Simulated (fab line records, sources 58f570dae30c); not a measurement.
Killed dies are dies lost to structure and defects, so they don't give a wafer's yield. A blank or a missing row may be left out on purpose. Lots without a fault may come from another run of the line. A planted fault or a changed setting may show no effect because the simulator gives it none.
Problem report in the 8D (eight disciplines) form, filled by code | flow berkeley_cmos170 | the parts of the form that need people (team, actions taken, sign-off) are left out

1. THE PROBLEM
dose_ions_cm2 at UCB170_PFIELD_IMPLANT_07 reads a mean of 2e+13 on 6 wafers of 2 lots; wafers without a fault read 2e+13 with a standard deviation of 2.2e+10. That is -55 standard deviations from the usual mean.
First seen on wafer L633.1, day 7 22:55, on implanter-04. The record holds 42 wafers of 14 lots with a number at this step. Rule for "out", or "out of limits": more than 4 standard deviations from the usual mean. The other wafers with a number count as sound.

2. WHAT IT IS AND WHAT IT IS NOT
question                    | is                     | is not
which readings at this step | dose_ions_cm2          | beam_energy_keV
which lots                  | L633, L635             | L619, L620, L622, L623, L624, L625, L626, L627, L628, L629, L630, L638
which wafers of those lots  | all that have a number | -
read on which tools         | implanter-04           | implanter-01, implanter-02
when                        | from day 7 22:55       | up to then (33 sound wafers); but 3 sound wafers of L638 came after

3. SUSPECTS, AND WHAT RULES EACH OUT
Counting: a tool at a process step up to the reading stays a suspect if it ran every lot that is out and no sound lot after the first of them.
- implanter-04 at UCB170_PFIELD_IMPLANT_07: kept. It ran every lot that is out, first L633 (day 7 22:55), and no sound lot after that; its last sound lot up to then is L626 (day 6 15:21). Its own readings are out on those wafers: dose_ions_cm2.
Left after counting: implanter-04 at UCB170_PFIELD_IMPLANT_07.

4. THE CAUSE (what the simulator had put in)
Process parameter drift: implanter-04, from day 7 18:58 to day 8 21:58, at UCB170_PFIELD_IMPLANT_07. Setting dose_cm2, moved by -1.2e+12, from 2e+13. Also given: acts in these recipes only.
Counting left only this tool.

5. THE CHAIN OF EFFECTS, in route order
Each row: a reading whose mean over the struck wafers that have a number lies more than 3 standard deviations from the usual. Only readings for which the record gives a usual standard deviation are gone through. hours: the time from each lot's start at the first step in this table that gives one to its start at this step, as a median over the lots. sigmas: the change in usual standard deviations.
hours | step                     | reading            | usual | on struck wafers | change | sigmas
0     | UCB170_PFIELD_IMPLANT_07 | dose_ions_cm2      | 2e+13 | 2e+13            | -1e+12 | -55
0     | UCB170_PFIELD_IMPLANT_07 | faraday_current_uA | 63.6  | 59.4             | -4.2   | -3.3
The process steps in it:
- UCB170_PFIELD_IMPLANT_07

6. WHAT WOULD HAVE CAUGHT IT SOONER
In this record the first reading out of limits was taken at day 7 22:55, 4 hours after the fault began at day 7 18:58.
